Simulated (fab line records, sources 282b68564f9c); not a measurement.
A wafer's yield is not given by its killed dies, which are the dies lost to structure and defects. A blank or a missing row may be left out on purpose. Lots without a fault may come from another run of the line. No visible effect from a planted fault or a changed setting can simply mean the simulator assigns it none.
fab line records -- flow rit-cmos
record: lots: 7, wafers: 21, last-day: 7
route steps=202 shown CONTACT@170 M1@202
lots with no fault: from the same line, run without faults
start-h: hours from the record's opening day to when the first of the lot's shown wafers began -- wait-h: hours from the lot's prior step to this one -- " repeats the value in the row above -- L1.1+2: several wafers, shown together as one row -- - no value, or no start given -- * or withheld: withheld -- < > ~ a bound
route shown NAME@n: names a module that has steps shown in the file, with the first one's number in the route -- usual: mean/standard deviation of fault-free wafers -- same: alike in all rows -- chamber/n: place in a boat -- sites: readings site by site -- _std_site: the standard deviation of these -- _edge_site: the outer-site mean with the inner-site mean subtracted -- radius-mm: how far each site lies from the wafer's centre -- mask NAME#n: copy n -- behind: the tool/chamber that last shaped the wafer -- hold: the reason the lot was held/the length of the hold in hours/how it ended -- device: the n, p or np transistor that did not switch -- end of line: the same wafers' tests at the end of the route -- a step with no rows: only its recipe -- killed: the dies lost at the first sort to structure and to defects; this is not the yield of the wafer -- map: a wafer's dies, marking killed ones x, the rest . and places with no die _
set.NAME: the run value of the setting; set.NAME@STEP: its run value at that earlier step -- model.NAME: the simulator's own value behind a step, which no gauge read
lots seen at some steps along the route; tables by step, rows by wafer
services: from which hour (start-h, from the record's first day; less than 0 if before it) a tool's chamber was out of use, for how many hours, and why
== steps ==
step: RIT_CONTACT_HMDS_02
recipe: prime-time-s: 60, prime-temp-c: 140
step: RIT_CONTACT_COAT_03
recipe: resist: NOVOLAK, spin-rpm: 3250, resist-thk-nm: 991.3
step: RIT_CONTACT_SOFTBAKE_04
recipe: resist: NOVOLAK, temp-c: 90, time-s: 60
step: RIT_CONTACT_EXPOSE_05
recipe: mask-id: M11, na: 0.6, source-shape: conventional, sigma-outer: 0.5, target-cd-nm: 1000, dose-mj: 250
step: RIT_CONTACT_PEB_06
recipe: resist: NOVOLAK, temp-c: withheld, time-s: withheld
step: RIT_CONTACT_DEVELOP_07
recipe: resist: NOVOLAK, develop-time-s: 120, dev-temp-c: 23
step: RIT_CONTACT_CD_MEAS_08
recipe: target-cd-nm: 1000
usual: cd-nm: 999.8/2.2
lot.wafer,tool,chamber,start-h,wait-h,cd-nm
L529.1,cd-sem-01,-,76.04,-,998.6
L529.2,cd-sem-01,-,76.04,-,998.5
L529.6,cd-sem-01,-,76.04,-,997.9
L530.3,cd-sem-01,-,77.27,-,1002.8
L530.4,cd-sem-01,-,77.27,-,1001.3
L530.6,cd-sem-01,-,77.27,-,999.8
L541.1,cd-sem-02,-,131.60,-,1000.7
L541.2,cd-sem-02,-,131.60,-,1000.2
L541.4,cd-sem-02,-,131.60,-,1002.6
L542.4,cd-sem-02,-,140.01,-,997.6
L542.5,cd-sem-02,-,140.01,-,997.4
L542.6,cd-sem-02,-,140.01,-,999.3
L543.3,cd-sem-02,-,145.87,-,998.2
L543.5,cd-sem-02,-,145.87,-,998.4
L543.6,cd-sem-02,-,145.87,-,996.7
L547.1,cd-sem-02,-,164.70,-,1001.8
L547.3,cd-sem-02,-,164.70,-,1001.1
L547.6,cd-sem-02,-,164.70,-,1001.8
L548.3,cd-sem-01,-,170.59,-,1001.2
L548.4,cd-sem-01,-,170.59,-,1000.6
L548.5,cd-sem-01,-,170.59,-,1002.4
step: RIT_CONTACT_OVL_MEAS_09
usual: CONTACT_OVL: -0.2/1.3
lot.wafer,tool,chamber,start-h,wait-h,CONTACT_OVL[nm]
L529.1,overlay-01,-,76.16,0.1,1.3
L529.2,overlay-01,-,76.16,0.1,-0.1
L529.6,overlay-01,-,76.16,0.1,1.8
L530.3,overlay-02,-,77.36,0.1,-2.0
L530.4,overlay-02,-,77.36,0.1,-1.2
L530.6,overlay-02,-,77.36,0.1,-1.0
L541.1,overlay-02,-,131.72,0.1,-0.7
L541.2,overlay-02,-,131.72,0.1,-2.1
L541.4,overlay-02,-,131.72,0.1,1.0
L542.4,overlay-01,-,140.09,0.1,-1.2
L542.5,overlay-01,-,140.09,0.1,1.5
L542.6,overlay-01,-,140.09,0.1,1.1
L543.3,overlay-02,-,145.96,0.1,-2.1
L543.5,overlay-02,-,145.96,0.1,-0.5
L543.6,overlay-02,-,145.96,0.1,-0.1
L547.1,overlay-02,-,164.82,0.1,-0.4
L547.3,overlay-02,-,164.82,0.1,1.1
L547.6,overlay-02,-,164.82,0.1,1.2
L548.3,overlay-02,-,170.68,0.1,-0.5
L548.4,overlay-02,-,170.68,0.1,-2.8
L548.5,overlay-02,-,170.68,0.1,-2.8
step: RIT_CONTACT_HARDBAKE_10
recipe: resist: NOVOLAK, temp-c: 140, time-s: 60
step: RIT_CONTACT_ETCH_11
recipe: target-depth-a: 4800, over-etch-frac: 0.2, stop-on: TiSi2, chemistry: CHF3/CF4/Ar, target: SiO2, CHF3_flow_sccm: 50, cf4-flow-sccm: 10, Ar_flow_sccm: 100, O2_flow_sccm: 5, pressure-mtorr: 100, rf-w: 200, time-s: 320
usual: drypump-motor-current-A: 5.8/0.56, oes-product-au: 0.991/0.014, throttle-valve-pct: 8.80/0.1
lot.wafer,tool,chamber,start-h,wait-h,drypump-motor-current-A,oes-product-au,rf-hours-counter-h,throttle-valve-pct
L529.1,rie-diel-01,0,76.34,0.1,6.4,0.999,6,8.74
L529.2,rie-diel-01,1,76.34,0.1,6.3,0.974,71,8.81
L529.6,rie-diel-01,0,76.34,0.1,6.5,1.000,-,8.74
L530.3,rie-diel-02,2,77.66,0.1,5.4,1.009,6,8.95
L530.4,rie-diel-02,0,77.66,0.1,5.4,0.983,8,8.83
L530.6,rie-diel-02,2,77.66,0.1,5.4,1.022,-,8.93
L541.1,rie-diel-03,2,131.91,0.1,5.6,0.987,120,8.86
L541.2,rie-diel-03,3,131.91,0.1,6.5,0.978,109,8.71
L541.4,rie-diel-03,1,131.91,0.1,5.3,0.954,69,8.91
L542.4,rie-diel-01,2,140.26,0.1,6.3,0.985,8,8.86
L542.5,rie-diel-01,0,140.26,0.1,6.4,0.998,-,8.73
L542.6,rie-diel-01,1,140.26,0.1,6.3,0.987,-,8.82
L543.3,rie-diel-01,1,146.13,0.1,6.3,0.981,72,8.82
L543.5,rie-diel-01,2,146.13,0.1,6.4,0.993,-,8.86
L543.6,rie-diel-01,3,146.13,0.1,4.8,0.988,-,8.63
L547.1,rie-diel-01,2,165.06,0.1,6.4,0.982,8,8.84
L547.3,rie-diel-01,0,165.06,0.1,6.4,1.000,7,8.75
L547.6,rie-diel-01,0,165.06,0.1,6.5,0.998,-,8.72
L548.3,rie-diel-01,3,170.93,0.1,4.8,0.994,83,8.63
L548.4,rie-diel-01,1,170.93,0.1,6.3,0.975,73,8.81
L548.5,rie-diel-01,1,170.93,0.1,6.3,0.986,-,8.82
step: RIT_CONTACT_STRIP_12
recipe: chemistry: O2, time-s: 180, resist: NOVOLAK, platen-temp-c: withheld, power-w: 500, pressure-mtorr: 4000, o2-flow-sccm: 4000
usual: drypump-motor-current-A: 5.5/0.4
lot.wafer,tool,chamber,start-h,wait-h,drypump-motor-current-A,rf-hours-counter-h
L529.1,plasma-asher-04,1,76.54,0.1,5.3,28
L529.2,plasma-asher-04,0,76.54,0.1,5.7,28
L529.6,plasma-asher-04,1,76.54,0.1,5.3,-
L530.3,plasma-asher-04,1,77.91,0.2,5.3,-
L530.4,plasma-asher-04,0,77.91,0.2,5.7,-
L530.6,plasma-asher-04,1,77.91,0.2,5.3,-
L541.1,plasma-asher-01,0,132.10,0.1,5.3,1
L541.2,plasma-asher-01,1,132.10,0.1,6.1,1
L541.4,plasma-asher-01,1,132.10,0.1,6.2,-
L542.4,plasma-asher-01,0,140.51,0.2,5.3,-
L542.5,plasma-asher-01,1,140.51,0.2,6.1,-
L542.6,plasma-asher-01,0,140.51,0.2,5.3,-
L543.3,plasma-asher-01,1,146.39,0.2,6.2,-
L543.5,plasma-asher-01,0,146.39,0.2,5.3,-
L543.6,plasma-asher-01,1,146.39,0.2,6.1,-
L547.1,plasma-asher-03,0,165.25,0.1,5.0,53
L547.3,plasma-asher-03,0,165.25,0.1,5.0,-
L547.6,plasma-asher-03,1,165.25,0.1,5.8,-
L548.3,plasma-asher-01,1,171.18,0.2,6.2,-
L548.4,plasma-asher-01,0,171.18,0.2,5.3,-
L548.5,plasma-asher-01,1,171.18,0.2,6.2,-
step: RIT_CONTACT_CD_MEAS_90
recipe: target-cd-nm: 1000
usual: cd-nm: 999.8/2.2
lot.wafer,tool,chamber,start-h,wait-h,cd-nm
L529.1,cd-sem-02,-,76.71,0.1,999.4
L529.2,cd-sem-02,-,76.71,0.1,998.5
L529.6,cd-sem-02,-,76.71,0.1,998.2
L530.3,cd-sem-01,-,78.07,0.1,1003.4
L530.4,cd-sem-01,-,78.07,0.1,1001.2
L530.6,cd-sem-01,-,78.07,0.1,999.5
L541.1,cd-sem-01,-,132.28,0.1,1000.5
L541.2,cd-sem-01,-,132.28,0.1,1000.2
L541.4,cd-sem-01,-,132.28,0.1,1002.6
L542.4,cd-sem-01,-,140.69,0.1,996.8
L542.5,cd-sem-01,-,140.69,0.1,997.5
L542.6,cd-sem-01,-,140.69,0.1,999.2
L543.3,cd-sem-02,-,146.54,0.1,998.2
L543.5,cd-sem-02,-,146.54,0.1,998.2
L543.6,cd-sem-02,-,146.54,0.1,997.0
L547.1,cd-sem-01,-,165.43,0.1,1001.5
L547.3,cd-sem-01,-,165.43,0.1,1001.0
L547.6,cd-sem-01,-,165.43,0.1,1002.1
L548.3,cd-sem-01,-,171.34,0.1,1001.7
L548.4,cd-sem-01,-,171.34,0.1,1000.7
L548.5,cd-sem-01,-,171.34,0.1,1002.5
step: RIT_CONTACT_CLEAN_13
recipe: chemistry: SC1, mix: 3:3:50, time-s: 600, temp-c: 75
usual: bath-guard-temp-C: 75.1/0.5, bath-heat-duty-pct: 15.7/1.2
lot.wafer,tool,chamber,start-h,wait-h,bath-guard-temp-C,bath-heat-duty-pct
L529.1,wet-bench-02,0,76.83,0.1,75.1,15.1
L529.2,wet-bench-02,0,76.83,0.1,74.6,13.9
L529.6,wet-bench-02,0,76.83,0.1,74.8,12.8
L530.3,wet-bench-02,3,78.15,0.1,74.4,14.8
L530.4,wet-bench-02,3,78.15,0.1,75.1,14.9
L530.6,wet-bench-02,3,78.15,0.1,74.4,16.0
L541.1,wet-bench-02,2,132.40,0.1,-,-
L541.2,wet-bench-02,2,132.40,0.1,-,-
L541.4,wet-bench-02,2,132.40,0.1,-,-
L542.4,wet-bench-04,2,140.75,0.0,-,-
L542.5,wet-bench-04,2,140.75,0.0,-,-
L542.6,wet-bench-04,2,140.75,0.0,-,-
L543.3,wet-bench-03,3,146.62,0.1,-,-
L543.5,wet-bench-03,3,146.62,0.1,-,-
L543.6,wet-bench-03,3,146.62,0.1,-,-
L547.1,wet-bench-04,1,165.55,0.1,74.7,14.2
L547.3,wet-bench-04,1,165.55,0.1,74.9,15.5
L547.6,wet-bench-04,1,165.55,0.1,75.2,14.4
L548.3,wet-bench-03,1,171.42,0.1,74.8,15.7
L548.4,wet-bench-03,1,171.42,0.1,74.9,15.4
L548.5,wet-bench-03,1,171.42,0.1,75.0,16.6
step: RIT_CONTACT_CLEAN_14
recipe: chemistry: SC2, mix: 3:3:50, time-s: 600, temp-c: 75, dry: n2-spin
step: RIT_M1_PROBE_99
usual: killed-at-front-end: 7/3, killed-dies: 7/3.1, killed-open: 3.4/1.9, killed-short: 3.4/2.1
same: gross-dies: 264, killed_at_M0_to_M3: 0, killed_at_M4_up: 0, killed-at-back-side: 0, killed-at-contacts: 0, killed-at-other: 0
lot.wafer,tool,chamber,start-h,wait-h,killed-at-front-end,killed-dies,killed-open,killed-short
L529.1,prober-02,-,81.38,0.1,4,4,3,1
L529.2,prober-02,-,81.43,0.1,5,5,2,3
L529.6,prober-02,-,81.63,0.2,6,6,3,3
L530.3,prober-01,-,82.98,0.2,4,4,3,1
L530.4,prober-01,-,83.03,0.2,3,3,3,0
L530.6,prober-01,-,83.13,0.2,7,7,3,4
L541.1,prober-02,-,138.22,0.1,9,9,3,6
L541.2,prober-02,-,138.27,0.1,10,10,6,4
L541.4,prober-02,-,138.37,0.2,2,2,2,0
L542.4,prober-01,-,146.36,0.2,5,5,4,0
L542.5,prober-01,-,146.41,0.2,6,6,2,3
L542.6,prober-01,-,146.46,0.2,8,8,3,5
L543.3,prober-01,-,151.27,0.2,6,6,3,3
L543.5,prober-01,-,151.37,0.2,8,8,2,5
L543.6,prober-01,-,151.42,0.2,4,4,2,2
L547.1,prober-01,-,170.98,0.1,3,3,0,3
L547.3,prober-01,-,171.08,0.2,10,10,6,4
L547.6,prober-01,-,171.23,0.2,7,7,1,4
L548.3,prober-02,-,175.88,0.2,7,7,3,4
L548.4,prober-02,-,175.93,0.2,10,10,3,6
L548.5,prober-02,-,175.98,0.2,5,5,1,4
killed by level:class
L529.1 FOX1:geometric-particle:short=1 FOX1:geometric-particle:open=1 REOX:geometric-particle:open=1 SILICIDE:geometric-particle:open=1
L529.2 GATE:geometric-particle:short=2 FOX2:geometric-particle:open=1 SPACER:geometric-particle:short=1 SPACER:geometric-particle:open=1
L529.6 FOX2:geometric-particle:open=1 FOX2:geometric-particle:short=1 REOX:geometric-particle:open=1 REOX:geometric-particle:short=1 SPACER:geometric-particle:short=1 SPACER:geometric-particle:open=1
L530.3 FOX2:geometric-particle:open=1 REOX:geometric-particle:open=1 REOX:geometric-particle:short=1 SPACER:geometric-particle:open=1
L530.4 FOX1:geometric-particle:open=1 GATE:geometric-particle:open=1 REOX:geometric-particle:open=1
L530.6 FOX2:geometric-particle:open=2 FOX2:geometric-particle:short=1 GATE:geometric-particle:short=1 REOX:geometric-particle:short=1 SPACER:geometric-particle:short=1 SPACER:geometric-particle:open=1
L541.1 REOX:geometric-particle:short=3 FOX1:geometric-particle:short=2 GATE:geometric-particle:open=2 GATE:geometric-particle:short=1 REOX:geometric-particle:open=1
L541.2 FOX1:geometric-particle:open=4 FOX1:geometric-particle:short=2 GATE:geometric-particle:open=2 GATE:geometric-particle:short=1 SILICIDE:geometric-particle:short=1
L541.4 FOX2:geometric-particle:open=1 SILICIDE:geometric-particle:open=1
L542.4 SILICIDE:geometric-particle:open=2 REOX:geometric-particle:open=1 SPACER:geometric-particle:open=1 GATE:coat-microbubble-printed=1
L542.5 SILICIDE:geometric-particle:short=2 GATE:geometric-particle:open=1 REOX:geometric-particle:short=1 SILICIDE:geometric-particle:open=1 GATE:coat-microbubble-printed=1
L542.6 REOX:geometric-particle:short=3 GATE:geometric-particle:short=2 GATE:geometric-particle:open=1 REOX:geometric-particle:open=1 SILICIDE:geometric-particle:open=1
L543.3 GATE:geometric-particle:short=2 GATE:geometric-particle:open=2 FOX1:geometric-particle:open=1 SPACER:geometric-particle:short=1
L543.5 GATE:geometric-particle:short=2 FOX1:geometric-particle:short=1 GATE:geometric-particle:open=1 REOX:geometric-particle:short=1 SPACER:geometric-particle:short=1 SILICIDE:geometric-particle:open=1 PWELL:coat-microbubble-printed=1
L543.6 FOX1:geometric-particle:open=1 FOX1:geometric-particle:short=1 GATE:geometric-particle:open=1 REOX:geometric-particle:short=1
L547.1 SPACER:geometric-particle:short=2 SILICIDE:geometric-particle:short=1
L547.3 SILICIDE:geometric-particle:open=4 SILICIDE:geometric-particle:short=3 GATE:geometric-particle:open=1 SPACER:geometric-particle:open=1 SPACER:geometric-particle:short=1
L547.6 SPACER:geometric-particle:short=2 PWELL:coat-microbubble-printed=2 GATE:geometric-particle:open=1 GATE:geometric-particle:short=1 REOX:geometric-particle:short=1
L548.3 SPACER:geometric-particle:short=2 FOX1:geometric-particle:open=1 FOX1:geometric-particle:short=1 GATE:geometric-particle:open=1 GATE:geometric-particle:short=1 SPACER:geometric-particle:open=1
L548.4 GATE:geometric-particle:short=2 SPACER:geometric-particle:short=2 FOX1:geometric-particle:open=1 FOX1:geometric-particle:short=1 FOX2:geometric-particle:short=1 GATE:geometric-particle:open=1 SILICIDE:geometric-particle:open=1 PSD:coat-microbubble-printed=1
L548.5 FOX1:geometric-particle:short=1 GATE:geometric-particle:short=1 REOX:geometric-particle:short=1 SPACER:geometric-particle:short=1 SPACER:geometric-particle:open=1
== services ==
tool,chamber,start-h,hours,kind
wet-bench-03,-,72.83,1.5,repair
wet-bench-03,-,88.86,2.9,repair
plasma-asher-01,-,108.75,9.0,pm
plasma-asher-01,0,108.75,9.0,vent-cycle
plasma-asher-01,1,108.75,9.0,vent-cycle
plasma-asher-01,0,117.75,-,clean
plasma-asher-01,1,117.75,-,clean
plasma-asher-04,-,130.92,14.6,repair
rie-diel-01,2,138.51,1.3,repair
rie-diel-03,0,142.89,2.0,repair
wet-bench-04,-,163.41,1.9,pm
rie-diel-02,-,167.25,0.5,repair
== key ==
first-sign: step: RIT_CONTACT_CLEAN_13, reading: tool-record, direction: missing
effect none on later readings
met-at RIT_CONTACT_CLEAN_13
struck-wafers L541.1,L541.2,L541.4,L542.4,L542.5,L542.6,L543.3,L543.5,L543.6
tester-left-out L541,L542,L543
onset-between 78.15 132.40
fault: kind: skipped-step-whole, tool: wet-bench-02,wet-bench-03,wet-bench-04, chamber: -, onset-h: 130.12, steps: RIT_CONTACT_CLEAN_13, scope: struck-lots-only
tester-left-out: of these lots the tester's yield and bins aren't shown, on N5 and GAA mostly nor the transistor test; their killed dies are dies lost to structure and defects alone, not to doping, threshold or leakage, so they don't give the yield
